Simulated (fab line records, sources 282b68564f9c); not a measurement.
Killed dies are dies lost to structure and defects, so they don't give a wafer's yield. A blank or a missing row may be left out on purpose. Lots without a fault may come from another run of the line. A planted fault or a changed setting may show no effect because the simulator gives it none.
fab line records | flow rit_cmos
record lots=6 wafers=18 last_day=7
route steps=202 shown FOX2@24 NWELL@28 PWELL@39 WELLDRIVE@50 M1@202
lots that met no fault: from a run of the same line without faults
start_h: hours from the record's first day to the start of the lot's first wafer shown | wait_h: hours since the lot's step before | " the same as in the row above | L1.1+2: a row that stands for several wafers | - no value, or no start given | * or withheld: withheld | < > ~ a bound
route shown NAME@n: a module of which the file shows steps, and the number in the route of the first | usual: mean/standard deviation of fault-free wafers | same: alike in all rows | chamber/n: place in a boat | sites: the reading at each site | _std_site: their standard deviation | _edge_site: outer sites' mean less inner sites' | radius_mm: how far each site lies from the wafer's centre | mask NAME#n: copy n | behind: the tool/chamber that last shaped the wafer | hold: why the lot was held/for how many hours/how that ended | device: the transistor (n, p or np) that didn't switch | end of line: the same wafers' tests at the end of the route | a step without rows: its recipe alone | killed: dies lost to structure and defects at the first sort, not the wafer's yield | map: a wafer's dies, x killed, . not, _ none there
set.NAME: the setting as run; set.NAME@STEP: as run at that earlier step | model.NAME: the simulator's own value behind a step, which no gauge read
lots at some steps of the route; a table a step, a row a wafer
services: from which hour (start_h, from the record's first day; less than 0 if before it) a tool's chamber was out of use, for how many hours, and why
## steps
# step RIT_FOX2_THK_MEAS_01
# recipe reads=SiO2_of_FOX2_OXIDATION_00
# usual FOX2_OXIDE_THK=353/6.9
# columns lot.wafer tool chamber start_h wait_h FOX2_OXIDE_THK[nm]
L418.1 film_metro-03 - 49.12 0.0 348
L418.4 " - " " 344
L418.6 " - " " 349
L419.1 film_metro-01 - 53.99 0.0 353
L419.4 " - " " 345
L419.5 " - " " 349
L427.2 film_metro-01 - 95.02 0.0 358
L427.5 " - " " 353
L427.6 " - " " 355
L429.2 film_metro-01 - 103.49 0.0 358
L429.5 " - " " 361
L429.6 " - " " 360
L432.1 film_metro-01 - 119.00 0.0 353
L432.3 " - " " 355
L432.6 " - " " 349
L434.3 film_metro-03 - 128.74 0.0 354
L434.5 " - " " 358
L434.6 " - " " 353
# step RIT_FOX2_CLEAN_02
# recipe chemistry=dHF dilution=50:1 time_s=180
# step RIT_FOX2_WET_ETCH_03
# recipe chemistry=H3PO4 target=Si3N4 target_depth_nm=195 temp_c=165 time_s=2700
# step RIT_FOX2_THK_MEAS_90
# recipe reads=SiO2_of_FOX2_OXIDATION_00
# usual FIELD_OXIDE_LEFT_1_THK=325/6.9
# columns lot.wafer tool chamber start_h wait_h FIELD_OXIDE_LEFT_1_THK[nm]
L418.1 film_metro-01 - 50.00 0.0 320
L418.4 " - " " 316
L418.6 " - " " 321
L419.1 film_metro-01 - 54.86 0.0 325
L419.4 " - " " 318
L419.5 " - " " 321
L427.2 film_metro-04 - 95.89 0.0 331
L427.5 " - " " 326
L427.6 " - " " 328
L429.2 film_metro-03 - 104.43 0.0 330
L429.5 " - " " 333
L429.6 " - " " 333
L432.1 film_metro-04 - 119.88 0.0 326
L432.3 " - " " 327
L432.6 " - " " 322
L434.3 film_metro-01 - 129.62 0.0 326
L434.5 " - " " 330
L434.6 " - " " 324
# step RIT_NWELL_HMDS_00
# recipe prime_time_s=60 prime_temp_c=140
# step RIT_NWELL_COAT_01
# recipe resist=NOVOLAK spin_rpm=2000 resist_thk_nm=1300
# step RIT_NWELL_SOFTBAKE_02
# recipe resist=NOVOLAK temp_c=90 time_s=60
# step RIT_NWELL_EXPOSE_03
# recipe mask_id=M2 na=0.57 target_cd_nm=43900 dose_mj=250
# step RIT_NWELL_PEB_04
# recipe resist=NOVOLAK temp_c=withheld time_s=withheld
# step RIT_NWELL_DEVELOP_05
# recipe resist=NOVOLAK develop_time_s=68 dev_temp_c=23
# step RIT_NWELL_OVL_MEAS_06
# usual NWELL_OVL=1.3/1.3
# columns lot.wafer tool chamber start_h wait_h NWELL_OVL[nm]
L418.1 overlay-02 - 51.06 - 1.0
L418.4 " - " " -1.1
L418.6 " - " " 1.5
L419.1 overlay-01 - 56.07 - 0.2
L419.4 " - " " 2.2
L419.5 " - " " -0.1
L427.2 overlay-01 - 96.83 - 1.1
L427.5 " - " " 2.0
L427.6 " - " " -0.2
L429.2 overlay-01 - 105.37 - 2.6
L429.5 " - " " 1.6
L429.6 " - " " 3.5
L432.1 overlay-01 - 121.01 - 1.8
L432.3 " - " " 1.5
L432.6 " - " " 0.6
L434.3 overlay-02 - 130.68 - -0.3
L434.5 " - " " -0.2
L434.6 " - " " 0.0
# step RIT_NWELL_HARDBAKE_07
# recipe resist=NOVOLAK temp_c=140 time_s=120
# step RIT_NWELL_IMPLANT_08
# recipe species=P energy_kev=170 dose_cm2=5e+13 tilt_deg=7
# usual dose_ions_cm2=5.001e+13/5.5e+10 end_station_pressure_torr=5.12e-06/2.2e-07 tilt_deg=7.001/0.019
# columns lot.wafer tool chamber start_h wait_h dose_ions_cm2 end_station_pressure_torr tilt_deg
L418.1 implanter-03 0 51.35 0.2 4.995e+13 5.41e-06 7.012
L418.4 " 0 " " 4.993e+13 5.49e-06 6.997
L418.6 " 0 " " 5.001e+13 5.67e-06 6.988
L419.1 implanter-02 0 56.36 0.2 4.998e+13 5.25e-06 7.011
L419.4 " 0 " " 5.002e+13 4.8e-06 7.015
L419.5 " 0 " " 4.999e+13 4.88e-06 6.995
L427.2 implanter-02 0 97.27 0.2 5.191e+13 5.25e-06 6.994
L427.5 " 0 " " 5.185e+13 5.3e-06 7.034
L427.6 " 0 " " 5.189e+13 4.68e-06 7.042
L429.2 implanter-02 0 105.67 0.2 5.185e+13 5.42e-06 7.009
L429.5 " 0 " " 5.175e+13 5.4e-06 7.030
L429.6 " 0 " " 5.192e+13 4.98e-06 7.025
L432.1 implanter-03 0 121.29 0.2 4.994e+13 5.59e-06 6.976
L432.3 " 0 " " 5.01e+13 4.92e-06 6.989
L432.6 " 0 " " 5.013e+13 5.46e-06 6.995
L434.3 implanter-03 0 131.00 0.2 5.002e+13 5.11e-06 7.013
L434.5 " 0 " " 4.996e+13 5.15e-06 6.984
L434.6 " 0 " " 5.006e+13 5.2e-06 7.005
# step RIT_NWELL_STRIP_09
# recipe chemistry=O2 time_s=180 resist=NOVOLAK platen_temp_c=withheld power_w=500 pressure_mtorr=4000 o2_flow_sccm=4000
# usual drypump_motor_current_A=5.5/0.44
# same time_s=180
# columns lot.wafer tool chamber start_h wait_h drypump_motor_current_A rf_hours_counter_h
L418.1 plasma_asher-04 1 51.50 0.1 5.0 43
L418.4 " 0 " " 5.5 -
L418.6 " 1 " " 4.9 -
L419.1 plasma_asher-04 0 56.51 0.1 5.5 43
L419.4 " 0 " " 5.5 -
L419.5 " 0 " " 5.5 -
L427.2 plasma_asher-04 1 97.39 0.1 4.9 48
L427.5 " 1 " " 5.0 -
L427.6 " 0 " " 5.4 -
L429.2 plasma_asher-03 0 105.80 0.1 6.4 30
L429.5 " 1 " " 5.2 -
L429.6 " 0 " " 6.3 -
L432.1 plasma_asher-04 1 121.44 0.1 4.9 51
L432.3 " 0 " " 5.5 -
L432.6 " 1 " " 5.0 -
L434.3 plasma_asher-04 1 131.16 0.1 4.9 -
L434.5 " 0 " " 5.5 -
L434.6 " 1 " " 5.0 -
# step RIT_NWELL_TW_MEAS_10
# usual NWELL_TW=2149/24
# columns lot.wafer tool chamber start_h wait_h NWELL_TW
L418.1 film_metro-01 - 51.67 0.1 2174
L418.4 " - " " 2184
L418.6 " - " " 2173
L419.1 film_metro-02 - 56.68 0.1 2117
L419.4 " - " " 2112
L419.5 " - " " 2116
L427.2 film_metro-04 - 97.58 0.1 2160
L427.5 " - " " 2174
L427.6 " - " " 2161
L429.2 film_metro-04 - 105.98 0.1 2180
L429.5 " - " " 2176
L429.6 " - " " 2166
L432.1 film_metro-01 - 121.62 0.1 2161
L432.3 " - " " 2178
L432.6 " - " " 2165
L434.3 film_metro-02 - 131.29 0.1 2115
L434.5 " - " " 2101
L434.6 " - " " 2109
# step RIT_PWELL_HMDS_00
# recipe prime_time_s=60 prime_temp_c=140
# step RIT_PWELL_COAT_01
# recipe resist=NOVOLAK spin_rpm=2000 resist_thk_nm=1300
# step RIT_PWELL_SOFTBAKE_02
# recipe resist=NOVOLAK temp_c=90 time_s=60
# step RIT_PWELL_EXPOSE_03
# recipe mask_id=M3 na=0.57 target_cd_nm=43700 dose_mj=250
# step RIT_PWELL_PEB_04
# recipe resist=NOVOLAK temp_c=withheld time_s=withheld
# step RIT_PWELL_DEVELOP_05
# recipe resist=NOVOLAK develop_time_s=68 dev_temp_c=23
# step RIT_PWELL_OVL_MEAS_06
# usual PWELL_OVL=-0.6/1.3
# columns lot.wafer tool chamber start_h wait_h PWELL_OVL[nm]
L418.1 overlay-02 - 52.74 - -2.3
L418.4 " - " " -2.9
L418.6 " - " " -3.8
L419.1 overlay-02 - 57.62 - -0.5
L419.4 " - " " 0.3
L419.5 " - " " -0.4
L427.2 overlay-02 - 98.64 - -2.3
L427.5 " - " " -1.5
L427.6 " - " " -0.8
L429.2 overlay-02 - 106.92 - -0.6
L429.5 " - " " 0.2
L429.6 " - " " -2.1
L432.1 overlay-02 - 122.56 - -0.8
L432.3 " - " " -0.4
L432.6 " - " " -0.6
L434.3 overlay-02 - 132.36 - 0.3
L434.5 " - " " -0.1
L434.6 " - " " 0.0
# step RIT_PWELL_HARDBAKE_07
# recipe resist=NOVOLAK temp_c=140 time_s=120
# step RIT_PWELL_IMPLANT_08
# recipe species=B energy_kev=170 dose_cm2=7e+13 tilt_deg=7
# step RIT_PWELL_STRIP_09
# recipe chemistry=O2 time_s=180 resist=NOVOLAK platen_temp_c=withheld power_w=518.6 pressure_mtorr=4000 o2_flow_sccm=4000
# usual drypump_motor_current_A=5.6/0.43
# same time_s=180
# columns lot.wafer tool chamber start_h wait_h drypump_motor_current_A rf_hours_counter_h
L418.1 plasma_asher-02 0 53.17 0.1 5.8 40
L418.4 " 0 " " 5.8 -
L418.6 " 1 " " 5.8 -
L419.1 plasma_asher-04 1 58.06 0.1 4.9 44
L419.4 " 0 " " 5.5 -
L419.5 " 0 " " 5.5 -
L427.2 plasma_asher-03 1 99.07 0.1 5.2 29
L427.5 " 0 " " 6.3 -
L427.6 " 1 " " 5.2 -
L429.2 plasma_asher-04 0 107.35 0.1 5.5 49
L429.5 " 1 " " 5.0 -
L429.6 " 0 " " 5.4 -
L432.1 plasma_asher-02 0 123.00 0.1 5.8 48
L432.3 " 1 " " 5.8 -
L432.6 " 1 " " 5.8 -
L434.3 plasma_asher-03 0 132.84 0.1 6.3 -
L434.5 " 1 " " 5.2 -
L434.6 " 0 " " 6.3 -
# step RIT_PWELL_TW_MEAS_10
# usual PWELL_TW=956/8.1
# columns lot.wafer tool chamber start_h wait_h PWELL_TW
L418.1 film_metro-04 - 53.35 0.1 955
L418.4 " - " " 954
L418.6 " - " " 948
L419.1 film_metro-01 - 58.24 0.1 966
L419.4 " - " " 963
L419.5 " - " " 962
L427.2 film_metro-01 - 99.25 0.1 964
L427.5 " - " " 964
L427.6 " - " " 965
L429.2 film_metro-04 - 107.53 0.1 957
L429.5 " - " " 947
L429.6 " - " " 948
L432.1 film_metro-02 - 123.17 0.1 942
L432.3 " - " " 940
L432.6 " - " " 941
L434.3 film_metro-01 - 132.98 0.1 957
L434.5 " - " " 961
L434.6 " - " " 957
# step RIT_WELLDRIVE_ANNEAL_00
# recipe temp_c=1100 time_s=14700 ambient=N2
# step RIT_WELLDRIVE_RS_MEAS_01
# recipe thk_meas_gauge=four-point-probe
# usual NWELL_RS=275.2/0.77
# columns lot.wafer tool chamber start_h wait_h hold NWELL_RS[ohm/sq]
L418.1 film_metro-02 - 58.49 0.0 - 274.6
L418.4 " - " " - 274.5
L418.6 " - " " - 274.3
L419.1 film_metro-04 - 63.48 0.0 - 275.7
L419.4 " - " " - 275.7
L419.5 " - " " - 275.3
L427.2 film_metro-01 - 104.40 0.0 await_dispo/0.2h/release 271.0
L427.5 " - " " await_dispo/0.2h/release 270.3
L427.6 " - " " await_dispo/0.2h/release 270.3
L427.2 film_metro-01 - 104.69 0.3 - 271.0
L427.5 " - " " - 269.9
L427.6 " - " " - 270.8
L429.2 film_metro-02 - 113.42 0.0 await_dispo/0.2h/release 270.2
L429.5 " - " " await_dispo/0.2h/release 268.8
L429.6 " - " " await_dispo/0.2h/release 268.9
L429.2 film_metro-02 - 113.70 0.3 - 269.3
L429.5 " - " " - 267.8
L429.6 " - " " - 269.0
L432.1 film_metro-04 - 130.66 0.0 - 273.6
L432.3 " - " " - 274.4
L432.6 " - " " - 273.8
L434.3 film_metro-01 - 138.14 0.0 - 275.2
L434.5 " - " " - 275.1
L434.6 " - " " - 275.4
# step RIT_WELLDRIVE_RS_MEAS_02
# recipe thk_meas_gauge=four-point-probe
# usual PWELL_RS=429.1/1.1
# columns lot.wafer tool chamber start_h wait_h hold PWELL_RS[ohm/sq]
L418.1 film_metro-02 - 58.61 0.1 - 430.4
L418.4 " - " " - 429.3
L418.6 " - " " - 429.8
L419.1 film_metro-04 - 63.60 0.1 - 428.2
L419.4 " - " " - 428.3
L419.5 " - " " - 428.1
L427.2 film_metro-01 - 108.97 4.3 await_dispo/4.2h/release 428.9
L427.5 " - " " await_dispo/4.2h/release 430.4
L427.6 " - " " await_dispo/4.2h/release 430.2
L429.2 film_metro-02 - 117.71 4.0 await_dispo/3.9h/release 428.5
L429.5 " - " " await_dispo/3.9h/release 428.4
L429.6 " - " " await_dispo/3.9h/release 428.6
L432.1 film_metro-04 - 130.78 0.1 - 429.6
L432.3 " - " " - 428.7
L432.6 " - " " - 428.2
L434.3 film_metro-01 - 138.26 0.1 - 430.0
L434.5 " - " " - 428.6
L434.6 " - " " - 430.3
# step RIT_M1_PROBE_99
# usual killed_at_contacts=0.1/0.25 killed_at_front_end=7.1/2.9 killed_dies=7.2/2.9 killed_open=3.6/1.9 killed_short=3.5/1.9
# same gross_dies=264 killed_at_M0_to_M3=0 killed_at_M4_up=0 killed_at_back_side=0 killed_at_other=0
# columns lot.wafer tool chamber start_h wait_h killed_at_contacts killed_at_front_end killed_dies killed_open killed_short
L418.1 prober-02 - 86.96 0.1 0 7 7 4 3
L418.4 prober-02 - 87.11 0.2 0 12 12 4 8
L418.6 prober-02 - 87.21 0.2 1 5 6 3 3
L419.1 prober-01 - 91.53 0.1 0 9 9 6 3
L419.4 prober-01 - 91.68 0.2 0 9 9 5 4
L419.5 prober-01 - 91.73 0.2 0 10 10 1 9
L429.2 prober-02 - 150.19 0.1 0 7 7 3 4
L429.5 prober-02 - 150.34 0.2 0 4 4 3 1
L429.6 prober-02 - 150.39 0.2 0 9 9 4 5
L432.1 prober-01 - 161.14 0.1 0 11 11 6 4
L432.3 prober-01 - 161.24 0.2 0 9 9 6 3
L432.6 prober-01 - 161.39 0.2 0 10 10 6 4
L434.3 prober-02 - 168.08 0.2 0 7 7 3 4
L434.5 prober-02 - 168.18 0.2 0 4 4 3 1
L434.6 prober-02 - 168.23 0.2 0 6 6 1 5
# killed by level:class
L418.1 FOX2:geometric_particle:open=3 GATE:geometric_particle:short=2 SILICIDE:geometric_particle:short=1 GATE:geometric_particle:open=1
L418.4 GATE:geometric_particle:short=4 FOX2:geometric_particle:short=3 SILICIDE:geometric_particle:open=3 GATE:geometric_particle:open=1 SILICIDE:geometric_particle:short=1
L418.6 FOX2:geometric_particle:open=2 FOX2:geometric_particle:short=1 GATE:geometric_particle:short=1 SPACER:geometric_particle:open=1 CONTACT:geometric_particle:short=1
L419.1 FOX1:geometric_particle:open=2 REOX:geometric_particle:open=2 GATE:geometric_particle:short=1 REOX:geometric_particle:short=1 SPACER:geometric_particle:open=1 SILICIDE:geometric_particle:short=1 SILICIDE:geometric_particle:open=1
L419.4 REOX:geometric_particle:open=2 REOX:geometric_particle:short=2 FOX2:geometric_particle:short=1 GATE:geometric_particle:open=1 SPACER:geometric_particle:open=1 SILICIDE:geometric_particle:short=1 SILICIDE:geometric_particle:open=1
L419.5 GATE:geometric_particle:short=4 FOX1:geometric_particle:short=2 REOX:geometric_particle:short=2 GATE:geometric_particle:open=1 SPACER:geometric_particle:short=1
L429.2 GATE:geometric_particle:short=3 GATE:geometric_particle:open=2 FOX2:geometric_particle:short=1 SILICIDE:geometric_particle:open=1
L429.5 FOX1:geometric_particle:open=1 GATE:geometric_particle:short=1 REOX:geometric_particle:open=1 SPACER:geometric_particle:open=1
L429.6 SILICIDE:geometric_particle:short=3 FOX2:geometric_particle:short=2 REOX:geometric_particle:open=2 GATE:geometric_particle:open=1 SILICIDE:geometric_particle:open=1
L432.1 GATE:geometric_particle:open=3 REOX:geometric_particle:open=3 GATE:geometric_particle:short=2 FOX2:geometric_particle:short=1 SILICIDE:geometric_particle:short=1 GATE:coat_microbubble_printed=1
L432.3 GATE:geometric_particle:open=4 FOX1:geometric_particle:short=2 FOX1:geometric_particle:open=2 SPACER:geometric_particle:short=1
L432.6 FOX1:geometric_particle:open=2 FOX2:geometric_particle:short=2 GATE:geometric_particle:open=2 REOX:geometric_particle:open=2 GATE:geometric_particle:short=1 REOX:geometric_particle:short=1
L434.3 GATE:geometric_particle:open=3 GATE:geometric_particle:short=2 FOX2:geometric_particle:short=1 SPACER:geometric_particle:short=1
L434.5 GATE:geometric_particle:open=3 FOX1:geometric_particle:short=1
L434.6 GATE:geometric_particle:short=4 FOX2:geometric_particle:short=1 GATE:geometric_particle:open=1
## services
# columns tool chamber start_h hours kind
plasma_asher-04 - 52.02 1.9 repair
implanter-03 - 86.57 2.8 repair
implanter-02 - 98.49 0.9 repair
implanter-02 - 109.12 0.7 repair
## key
first_sign step=RIT_NWELL_IMPLANT_08 reading=dose_ions_cm2 direction=up sigmas=34 usual=5.001e+13 struck=5.186e+13
effect step=RIT_WELLDRIVE_RS_MEAS_01 reading=visit direction=added
effect step=RIT_WELLDRIVE_RS_MEAS_01 reading=NWELL_RS direction=down sigmas=6.9 usual=275.2 struck=269.9
met_at RIT_NWELL_IMPLANT_08
struck_wafers L427.2,L427.5,L427.6,L429.2,L429.5,L429.6
rows_end L427.2,L427.5,L427.6
tester_left_out L429
onset_between 56.36 97.27
fault kind=process_parameter_drift tool=implanter-02 chamber=- onset_h=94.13 steps=RIT_NWELL_IMPLANT_08 channel=dose_cm2 offset=1.8521e+12 shape=step end_h=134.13 acts_in=these_recipes_only stated=5e+13
# tester_left_out: of these lots the tester's yield and bins aren't shown, on N5 and GAA mostly nor the transistor test; their killed dies are dies lost to structure and defects alone, not to doping, threshold or leakage, so they don't give the yield
# rows_end: these wafers met a further fault down the route, and their rows from its step on are left out
